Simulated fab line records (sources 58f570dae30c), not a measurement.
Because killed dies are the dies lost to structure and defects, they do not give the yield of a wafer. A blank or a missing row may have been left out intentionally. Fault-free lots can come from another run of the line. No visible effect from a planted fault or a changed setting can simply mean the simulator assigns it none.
Which of the tools did it? / flow berkeley-cmos170 / 13 lots, 37 wafers sampled, at 6 steps of a route of 331

WHAT THE GAUGES READ, wafer by wafer
UCB170_SILICIDE_RS_MEAS_02: measurement is done with a four-point probe.
lot=L260; measured=day 7 23:32; on=film-metro-03; SILICIDE_TI_RS (ohm/sq)=26.0 26.1 25.7
lot=L261; measured=day 8 09:34; on=film-metro-04; SILICIDE_TI_RS (ohm/sq)=26.7 26.3 26.4
lot=L264; measured=day 8 22:24; on=film-metro-04; SILICIDE_TI_RS (ohm/sq)=27.0 26.8 26.6
lot=L267; measured=day 9 12:32; on=film-metro-04; SILICIDE_TI_RS (ohm/sq)=25.9 25.9 25.7
lot=L266; measured=day 9 15:11; on=film-metro-03; SILICIDE_TI_RS (ohm/sq)=26.2 26.0 26.2
lot=L265; measured=day 9 15:11; on=film-metro-04; SILICIDE_TI_RS (ohm/sq)=26.2 25.9 26.3
lot=L268; measured=day 9 15:19; on=film-metro-01; SILICIDE_TI_RS (ohm/sq)=26.0 26.1 26.4
lot=L269; measured=day 10 10:10; on=film-metro-03; SILICIDE_TI_RS (ohm/sq)=26.2 26.3 25.8
lot=L270; measured=day 10 10:28; on=film-metro-04; SILICIDE_TI_RS (ohm/sq)=25.8 25.6 25.4
lot=L271; measured=day 11 03:34; on=film-metro-04; SILICIDE_TI_RS (ohm/sq)=25.6 25.8 26.3
lot=L274; measured=day 11 03:49; on=film-metro-01; SILICIDE_TI_RS (ohm/sq)=39.6 40.1
lot=L282; measured=day 14 01:03; on=film-metro-03; SILICIDE_TI_RS (ohm/sq)=25.9 25.7 26.1
lot=L283; measured=day 14 09:17; on=film-metro-01; SILICIDE_TI_RS (ohm/sq)=26.3 26.0 26.4

UCB170_SILICIDE_THK_MEAS_03: measures by xrf.
lot=L260; measured=day 7 23:37; on=film-metro-03; SILICIDE_TI_THK (nm)=29.7 29.6 30.1
lot=L261; measured=day 8 09:41; on=film-metro-04; SILICIDE_TI_THK (nm)=29.5 29.7 29.6
lot=L264; measured=day 8 22:31; on=film-metro-04; SILICIDE_TI_THK (nm)=29.1 29.2 29.5
lot=L267; measured=day 9 12:40; on=film-metro-04; SILICIDE_TI_THK (nm)=30.0 30.1 30.0
lot=L266; measured=day 9 15:17; on=film-metro-03; SILICIDE_TI_THK (nm)=29.8 30.0 29.6
lot=L265; measured=day 9 15:17; on=film-metro-04; SILICIDE_TI_THK (nm)=29.6 30.0 29.7
lot=L268; measured=day 9 15:25; on=film-metro-01; SILICIDE_TI_THK (nm)=30.2 30.1 29.7
lot=L269; measured=day 10 10:17; on=film-metro-03; SILICIDE_TI_THK (nm)=29.6 29.4 29.9
lot=L270; measured=day 10 10:35; on=film-metro-04; SILICIDE_TI_THK (nm)=30.1 30.2 30.3
lot=L271; measured=day 11 03:40; on=film-metro-04; SILICIDE_TI_THK (nm)=30.2 30.1 29.7
lot=L274; measured=day 11 05:07; on=film-metro-01; SILICIDE_TI_THK (nm)=21.0 21.2
lot=L282; measured=day 14 01:09; on=film-metro-03; SILICIDE_TI_THK (nm)=30.1 30.2 29.8
lot=L283; measured=day 14 09:25; on=film-metro-01; SILICIDE_TI_THK (nm)=30.0 30.2 29.9

UCB170_V1_THK_MEAS_01.
lot=L260; measured=day 8 08:32; on=film-metro-04; V1_TEOS_THK (nm)=1993 2045 2034
lot=L261; measured=day 8 20:04; on=film-metro-04; V1_TEOS_THK (nm)=1992 2029 2009
lot=L264; measured=day 9 08:54; on=film-metro-03; V1_TEOS_THK (nm)=1996 2028 2009
lot=L267; measured=day 10 01:25; on=film-metro-04; V1_TEOS_THK (nm)=1972 1972 2005
lot=L266; measured=day 10 01:26; on=film-metro-03; V1_TEOS_THK (nm)=1996 2010 2026
lot=L265; measured=day 10 01:26; on=film-metro-02; V1_TEOS_THK (nm)=1974 2020 1983
lot=L268; measured=day 10 00:06; on=film-metro-03; V1_TEOS_THK (nm)=1983 1995 2005
lot=L269; measured=day 10 18:44; on=film-metro-02; V1_TEOS_THK (nm)=1985 2004 1991
lot=L270; measured=day 10 20:34; on=film-metro-03; V1_TEOS_THK (nm)=1977 2002 2002
lot=L271; measured=day 11 11:50; on=film-metro-02; V1_TEOS_THK (nm)=1949 1969 2012
lot=L274; measured=day 11 15:23; on=film-metro-04; V1_TEOS_THK (nm)=1987
lot=L282; measured=day 14 11:31; on=film-metro-02; V1_TEOS_THK (nm)=1993 1983 2025
lot=L283; measured=day 14 22:34; on=film-metro-02; V1_TEOS_THK (nm)=1986 2023 1997

TOOL THAT RAN EACH LOT (tool first, then ch and the chambers of the sampled wafers, then the start)
lot=L260; UCB170_GATE_STRIP_16=plasma-asher-02 ch 0,1, day 7 03:08; UCB170_SILICIDE_SPUTTER_01=pvd-sputter-02, day 7 23:26; UCB170_CONTACT_ETCH_17=rie-diel-03 ch 0,1,2, day 8 04:49
lot=L261; UCB170_GATE_STRIP_16=plasma-asher-01 ch 0,1, day 7 11:36; UCB170_SILICIDE_SPUTTER_01=pvd-sputter-02, day 8 09:32; UCB170_CONTACT_ETCH_17=rie-diel-01 ch 0,1,2, day 8 15:17
lot=L264; UCB170_GATE_STRIP_16=plasma-asher-03 ch 0, day 8 01:50; UCB170_SILICIDE_SPUTTER_01=pvd-sputter-02, day 8 22:22; UCB170_CONTACT_ETCH_17=rie-diel-01 ch 0,1,2, day 9 03:56
lot=L267; UCB170_GATE_STRIP_16=plasma-asher-03 ch 0,1, day 8 17:51; UCB170_SILICIDE_SPUTTER_01=pvd-sputter-03, day 9 12:31; UCB170_CONTACT_ETCH_17=rie-diel-04 ch 1,2, day 9 20:17
lot=L266; UCB170_GATE_STRIP_16=plasma-asher-01 ch 0,1, day 8 18:05; UCB170_SILICIDE_SPUTTER_01=pvd-sputter-04, day 9 15:08; UCB170_CONTACT_ETCH_17=rie-diel-03 ch 0,1, day 9 20:11
lot=L265; UCB170_GATE_STRIP_16=plasma-asher-02 ch 0,1, day 8 18:23; UCB170_SILICIDE_SPUTTER_01=pvd-sputter-02, day 9 15:08; UCB170_CONTACT_ETCH_17=rie-diel-01 ch 0,1,2, day 9 20:31
lot=L268; UCB170_GATE_STRIP_16=plasma-asher-01 ch 1, day 8 18:34; UCB170_SILICIDE_SPUTTER_01=pvd-sputter-03, day 9 15:15; UCB170_CONTACT_ETCH_17=rie-diel-01 ch 1,2,3, day 9 19:55
lot=L269; UCB170_GATE_STRIP_16=plasma-asher-01 ch 0,1, day 9 13:14; UCB170_SILICIDE_SPUTTER_01=pvd-sputter-02, day 10 10:08; UCB170_CONTACT_ETCH_17=rie-diel-03 ch 1,2,3, day 10 14:40
lot=L270; UCB170_GATE_STRIP_16=plasma-asher-02 ch 0,1, day 9 13:29; UCB170_SILICIDE_SPUTTER_01=pvd-sputter-03, day 10 10:26; UCB170_CONTACT_ETCH_17=rie-diel-04 ch 0,1, day 10 16:41
lot=L271; UCB170_GATE_STRIP_16=plasma-asher-03 ch 0,1, day 10 09:54; UCB170_SILICIDE_SPUTTER_01=pvd-sputter-03, day 11 03:31; UCB170_CONTACT_ETCH_17=rie-diel-03 ch 0,2,3, day 11 07:44
lot=L274; UCB170_GATE_STRIP_16=plasma-asher-03 ch 0, day 10 17:01; UCB170_SILICIDE_SPUTTER_01=pvd-sputter-02, day 11 03:47; UCB170_CONTACT_ETCH_17=rie-diel-03 ch 1, day 11 11:32
lot=L282; UCB170_GATE_STRIP_16=plasma-asher-02 ch 0,1, day 12 15:10; UCB170_SILICIDE_SPUTTER_01=pvd-sputter-03, day 14 00:59; UCB170_CONTACT_ETCH_17=rie-diel-01 ch 1,2,3, day 14 06:29
lot=L283; UCB170_GATE_STRIP_16=plasma-asher-02 ch 0,1, day 13 11:47; UCB170_SILICIDE_SPUTTER_01=pvd-sputter-04, day 14 09:07; UCB170_CONTACT_ETCH_17=rie-diel-03 ch 2,3, day 14 16:49
- UCB170_GATE_STRIP_16: strips in O2.
- UCB170_SILICIDE_SPUTTER_01: material Ti, target thk 30 nm, time 25 s.
- UCB170_CONTACT_ETCH_17: etches BARC in N2/H2.

WHAT THE TOOLS THEMSELVES READ (means of the sampled wafers that have a number; where no wafer has one, the mark that the record gives instead)
UCB170_GATE_STRIP_16.
lot=L260; tool=plasma-asher-02; drypump-motor-current-A (A)=5.8; oes-product-au (a.u.)=0.725
lot=L261; tool=plasma-asher-01; drypump-motor-current-A (A)=5.7; oes-product-au (a.u.)=0.721
lot=L264; tool=plasma-asher-03; drypump-motor-current-A (A)=6.5; oes-product-au (a.u.)=0.721
lot=L267; tool=plasma-asher-03; drypump-motor-current-A (A)=6.2; oes-product-au (a.u.)=0.725
lot=L266; tool=plasma-asher-01; drypump-motor-current-A (A)=5.8; oes-product-au (a.u.)=0.726
lot=L265; tool=plasma-asher-02; drypump-motor-current-A (A)=5.5; oes-product-au (a.u.)=0.729
lot=L268; tool=plasma-asher-01; drypump-motor-current-A (A)=5.5; oes-product-au (a.u.)=0.727
lot=L269; tool=plasma-asher-01; drypump-motor-current-A (A)=5.7; oes-product-au (a.u.)=0.721
lot=L270; tool=plasma-asher-02; drypump-motor-current-A (A)=5.5; oes-product-au (a.u.)=0.725
lot=L271; tool=plasma-asher-03; drypump-motor-current-A (A)=6.2; oes-product-au (a.u.)=0.723
lot=L274; tool=plasma-asher-03; drypump-motor-current-A (A)=6.4; oes-product-au (a.u.)=0.731
lot=L282; tool=plasma-asher-02; drypump-motor-current-A (A)=5.8; oes-product-au (a.u.)=0.723
lot=L283; tool=plasma-asher-02; drypump-motor-current-A (A)=5.5; oes-product-au (a.u.)=0.722

UCB170_SILICIDE_SPUTTER_01.
lot=L260; tool=pvd-sputter-02; throttle-valve-pct (%)=30.3
lot=L261; tool=pvd-sputter-02; throttle-valve-pct (%)=31.3
lot=L264; tool=pvd-sputter-02; throttle-valve-pct (%)=31.0
lot=L267; tool=pvd-sputter-03; throttle-valve-pct (%)=30.3
lot=L266; tool=pvd-sputter-04; throttle-valve-pct (%)=29.6
lot=L265; tool=pvd-sputter-02; throttle-valve-pct (%)=30.0
lot=L268; tool=pvd-sputter-03; throttle-valve-pct (%)=30.5
lot=L269; tool=pvd-sputter-02; throttle-valve-pct (%)=29.9
lot=L270; tool=pvd-sputter-03; throttle-valve-pct (%)=30.4
lot=L271; tool=pvd-sputter-03; throttle-valve-pct (%)=30.4
lot=L274; tool=pvd-sputter-02; throttle-valve-pct (%)=29.0
lot=L282; tool=pvd-sputter-03; throttle-valve-pct (%)=30.3
lot=L283; tool=pvd-sputter-04; throttle-valve-pct (%)=29.7

UCB170_CONTACT_ETCH_17.
lot=L260; tool=rie-diel-03; drypump-motor-current-A (A)=5.8; n2-flow-sccm (sccm)=100.00; oes-product-au (a.u.)=1.013; throttle-valve-pct (%)=13.31
lot=L261; tool=rie-diel-01; drypump-motor-current-A (A)=5.7; n2-flow-sccm (sccm)=99.94; oes-product-au (a.u.)=0.971; throttle-valve-pct (%)=13.44
lot=L264; tool=rie-diel-01; drypump-motor-current-A (A)=5.7; n2-flow-sccm (sccm)=100.03; oes-product-au (a.u.)=0.982; throttle-valve-pct (%)=13.44
lot=L267; tool=rie-diel-04; drypump-motor-current-A (A)=6.3; n2-flow-sccm (sccm)=100.04; oes-product-au (a.u.)=1.003; throttle-valve-pct (%)=13.31
lot=L266; tool=rie-diel-03; drypump-motor-current-A (A)=5.8; n2-flow-sccm (sccm)=99.66; oes-product-au (a.u.)=1.017; throttle-valve-pct (%)=13.27
lot=L265; tool=rie-diel-01; drypump-motor-current-A (A)=5.7; n2-flow-sccm (sccm)=100.09; oes-product-au (a.u.)=0.985; throttle-valve-pct (%)=13.44
lot=L268; tool=rie-diel-01; drypump-motor-current-A (A)=5.7; n2-flow-sccm (sccm)=100.01; oes-product-au (a.u.)=0.989; throttle-valve-pct (%)=13.29
lot=L269; tool=rie-diel-03; drypump-motor-current-A (A)=5.7; n2-flow-sccm (sccm)=100.13; oes-product-au (a.u.)=1.012; throttle-valve-pct (%)=13.48
lot=L270; tool=rie-diel-04; drypump-motor-current-A (A)=6.1; n2-flow-sccm (sccm)=99.88; oes-product-au (a.u.)=1.011; throttle-valve-pct (%)=13.37
lot=L271; tool=rie-diel-03; drypump-motor-current-A (A)=5.5; n2-flow-sccm (sccm)=99.99; oes-product-au (a.u.)=1.025; throttle-valve-pct (%)=13.36
lot=L274; tool=rie-diel-03; drypump-motor-current-A (A)=6.1; n2-flow-sccm (sccm)=100.04; oes-product-au (a.u.)=1.007; throttle-valve-pct (%)=13.50
lot=L282; tool=rie-diel-01; drypump-motor-current-A (A)=5.7; n2-flow-sccm (sccm)=100.43; oes-product-au (a.u.)=0.985; throttle-valve-pct (%)=13.29
lot=L283; tool=rie-diel-03; drypump-motor-current-A (A)=5.4; n2-flow-sccm (sccm)=100.21; oes-product-au (a.u.)=1.007; throttle-valve-pct (%)=13.52

THE ANSWER, worked out from the rows above alone
Rule: the usual values come from the lots themselves. The widest of any qualifying gaps counts: lots, ordered by their means at a reading, are off when they make up no more than a third of the lots, leave a main group of 4 or more, and stand apart from it by 3 or more times the standard deviation of that group's means. A main group whose means are all the same, to the digits that the tables above print for the reading, isn't used. A lot without any number at a reading at which 4 lots or more have one is off too. Where the step has rows for the other lots, those lots are counted as sound. Order of review: gauges by route order, followed by the tools' own readings, for which a lot's mean as printed above is used. The first step at which some lot is off is used, and at that step the reading that is off furthest; a lot without a number counts as furthest.
Off: L274, at UCB170_SILICIDE_RS_MEAS_02 (SILICIDE_TI_RS). The main group: mean 26.1 ohm/sq, standard deviation 0.3.
A tool fits if, at a process step before that reading, it ran every lot that is off, and no sound lot after the first of them. The gauges at UCB170_SILICIDE_RS_MEAS_02 are tried like those tools. Undecided on this evidence; 2 tools fit (plasma-asher-03 at UCB170_GATE_STRIP_16, pvd-sputter-02 at UCB170_SILICIDE_SPUTTER_01).

WHAT WAS PUT IN BY THE SIMULATOR
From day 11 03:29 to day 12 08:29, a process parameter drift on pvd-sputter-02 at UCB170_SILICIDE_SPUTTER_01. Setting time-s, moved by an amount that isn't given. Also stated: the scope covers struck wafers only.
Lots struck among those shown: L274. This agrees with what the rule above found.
